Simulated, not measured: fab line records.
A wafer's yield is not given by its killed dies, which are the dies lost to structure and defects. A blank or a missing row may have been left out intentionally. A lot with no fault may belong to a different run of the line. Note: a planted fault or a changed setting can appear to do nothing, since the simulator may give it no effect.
One fault seen from 2 desks	flow rit-cmos	each desk holds nothing but its own numbers, with what lay behind them at the end

## TOOL OWNER'S DESK, rtp-anneal-02
Per lot that ran on this tool, the mean of the sampled wafers carrying a number, from the tool's own readings at RIT_SDANNEAL_RTA_03 (time 5 s). Any lot whose mean is over 4 standard deviations away from the usual mean is out of limits and marked OUT; that distance is given in the brackets.
Columns: A = wafer_temp_C_max at RIT_SDANNEAL_RTA_03, usual 1053.6
lot	first seen here	A
L281	day 4 01:41	1052.9
L283	day 4 13:31	1052.5
L285	day 5 02:43	1054.9
L287	day 5 09:53	1053.5
L289	day 5 18:49	1053.5
L293	day 6 14:38	1052.8
L295	day 6 22:55	1053.4
This desk's verdict: no lot among the 7 shows anything out of limits.

## FROM THE METROLOGY DESK
What the gauges read, lot by lot, whatever tool the lot ran on: means of the sampled wafers that have a number. Any lot whose mean is over 4 standard deviations away from the usual mean is out of limits and marked OUT; that distance is given in the brackets.
Columns: A = PSD_RS at RIT_SDANNEAL_RS_MEAS_04, usual 115.93 ohm/sq; B = PLDD_RS at RIT_SDANNEAL_RS_MEAS_06, usual 178.6 ohm/sq
lot	first seen here	A	B
L278	day 3 13:30	116.00	179.2
L280	day 3 23:12	116.21	178.7
L281	day 4 01:45	116.05	178.3
L282	day 4 07:01	115.89	179.1
L283	day 4 13:34	116.17	179.4
L285	day 5 02:47	115.98	178.6
L286	day 5 05:17	115.78	179.0
L287	day 5 09:58	115.76	178.6
L289	day 5 18:52	115.97	178.9
L290	day 5 23:46	115.76	177.9
L293	day 6 14:42	127.94 (+40) OUT	190.9 (+23) OUT
L295	day 6 22:59	127.84 (+40) OUT	191.4 (+24) OUT
L298	day 7 14:21	115.91	179.3
L300	day 8 01:22	115.53	177.8
This desk's finding: out of limits on L293, L295; first on L293, day 6 14:42 (PSD_RS at RIT_SDANNEAL_RS_MEAS_04). L278, L280, L281, L282, L283, L285, L286, L287, L289, L290, L298, L300: within limits.

## PUT TOGETHER
L293, L295 would have let the metrology desk raise an alarm at day 6 14:42.
The desk of the tool owner found nothing out of limits.
On record at the tool owner's desk: L293, L295, within its limits.
The lots listed all ran RIT_SDANNEAL_RTA_03 on rtp-anneal-02.

## WHAT HAD BEEN PUT IN BY THE SIMULATOR
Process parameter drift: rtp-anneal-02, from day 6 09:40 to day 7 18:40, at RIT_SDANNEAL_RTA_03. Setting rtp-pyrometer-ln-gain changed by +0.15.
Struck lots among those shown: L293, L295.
Time in hours between the start of the fault and the first out-of-limits reading at each desk: metrology desk, 5.
